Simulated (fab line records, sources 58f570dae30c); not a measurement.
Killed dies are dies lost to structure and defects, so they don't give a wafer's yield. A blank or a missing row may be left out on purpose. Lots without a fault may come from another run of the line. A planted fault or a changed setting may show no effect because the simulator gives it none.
Problem report in the 8D (eight disciplines) form, filled by code | flow berkeley_cmos170 | the parts of the form that need people (team, actions taken, sign-off) are left out

1. THE PROBLEM
prime_temp_c at UCB170_PLDD_HMDS_00 reads a mean of 100.77 C on 4 wafers of 2 lots; wafers without a fault read 100.01 C with a standard deviation of 0.14. That is +5.4 standard deviations from the usual mean.
The step: prime time 60 s.
First seen on wafer L378.6, day 11 09:50, on litho_track-02. The record holds 40 wafers of 14 lots with a number at this step. Rule for "out", or "out of limits": more than 4 standard deviations from the usual mean. The other wafers with a number count as sound.

2. WHAT IT IS AND WHAT IT IS NOT
question                    | is                     | is not
which readings at this step | prime_temp_c           | -
which lots                  | L376, L378             | L360, L361, L362, L363, L364, L365, L366, L367, L369, L371, L380, L381
which wafers of those lots  | all that have a number | -
read on which tools         | litho_track-02         | litho_track-01, litho_track-03
when                        | from day 11 09:50      | up to then (30 sound wafers); but 6 sound wafers of L380, L381 came after

3. SUSPECTS, AND WHAT RULES EACH OUT
Counting: a tool at a process step up to the reading stays a suspect if it ran every lot that is out and no sound lot after the first of them.
- litho_track-02 at UCB170_PLDD_HMDS_00 (prime time 60 s): kept. It ran every lot that is out, first L378 (day 11 09:50), and no sound lot after that; its last sound lot up to then is L371 (day 10 05:04). Its own readings are out on those wafers: prime_temp_c.
Left after counting: litho_track-02 at UCB170_PLDD_HMDS_00.

4. THE CAUSE (what the simulator had put in)
Process parameter drift: litho_track-02, from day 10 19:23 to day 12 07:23, at UCB170_PLDD_HMDS_00. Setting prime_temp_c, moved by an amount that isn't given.
Counting left only this tool.

5. THE CHAIN OF EFFECTS, in route order
Each row: a reading whose mean over the struck wafers that have a number lies more than 3 standard deviations from the usual. Only readings for which the record gives a usual standard deviation are gone through. hours: the time from each lot's start at the first step in this table that gives one to its start at this step, as a median over the lots. sigmas: the change in usual standard deviations.
hours | step                | reading      | usual    | on struck wafers | change | sigmas
0     | UCB170_PLDD_HMDS_00 | prime_temp_c | 100.01 C | 100.77           | +0.76  | +5.4
The process steps in it:
- UCB170_PLDD_HMDS_00: prime time 60 s.

6. WHAT WOULD HAVE CAUGHT IT SOONER
In this record the first reading out of limits was taken at day 11 09:50, 14 hours after the fault began at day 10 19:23.
